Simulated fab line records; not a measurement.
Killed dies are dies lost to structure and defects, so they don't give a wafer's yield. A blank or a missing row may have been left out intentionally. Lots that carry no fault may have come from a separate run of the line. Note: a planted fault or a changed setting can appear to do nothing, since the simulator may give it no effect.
Which tool did it? | flow ritCmos | Sampling: 6 lots, 18 wafers, 3 of 202 route steps

WHAT THE GAUGES READ, wafer by wafer
RIT_PLDD_TW_MEAS_10.
lot  | measured    | on           | PLDD_TW
L602 | day 3 01:58 | filmMetro-04 | 2353 2350 2357
L606 | day 3 21:43 | filmMetro-01 | 2276 2284 2279
L608 | day 4 05:55 | filmMetro-01 | 2270 2281 2276
L617 | day 6 02:35 | filmMetro-02 | 2373 2359 2388
L620 | day 6 19:01 | filmMetro-04 | 2368 2356 2359
L622 | day 7 04:58 | filmMetro-01 | 2278 2285 2282

TOOL THAT RAN EACH LOT (tool first, then ch and the chambers of the sampled wafers, then the start)
lot  | RIT_PWELL_STRIP_09                 | RIT_NLDD_STRIP_09
L602 | plasmaAsher-01 ch 0,1, day 2 05:25 | plasmaAsher-02 ch 0,1, day 3 00:12
L606 | plasmaAsher-01 ch 0,1, day 3 00:25 | plasmaAsher-01 ch 0,1, day 3 20:07
L608 | plasmaAsher-01 ch 0,1, day 3 09:46 | plasmaAsher-01 ch 0,1, day 4 04:14
L617 | plasmaAsher-01 ch 1, day 5 06:27   | plasmaAsher-03 ch 0,1, day 6 00:46
L620 | plasmaAsher-01 ch 0,1, day 5 22:20 | plasmaAsher-01 ch 0,1, day 6 17:26
L622 | plasmaAsher-01 ch 0,1, day 6 07:58 | plasmaAsher-02 ch 0,1, day 7 03:14
- RIT_PWELL_STRIP_09: strips in O2, time 180 s.
- RIT_NLDD_STRIP_09: strips in O2, time 180 s.

THE ANSWER, worked out from the rows above alone
Rule: the lots themselves supply what counts as usual. The widest of any qualifying gaps counts: lots, ordered by their means at a reading, are off when they make up no more than a third of the lots, leave a main group of 4 or more, and stand apart from it by 3 or more times the standard deviation of that group's means. A main group whose means are all the same, to the digits that the tables above print for the reading, isn't used. Also off: a lot with no number at a reading for which 4 or more lots have one. Any other lot the step has rows for is counted as sound.
Nothing can be told from this: no lot is off at any reading shown.

WHAT THE SIMULATOR HAD INSERTED
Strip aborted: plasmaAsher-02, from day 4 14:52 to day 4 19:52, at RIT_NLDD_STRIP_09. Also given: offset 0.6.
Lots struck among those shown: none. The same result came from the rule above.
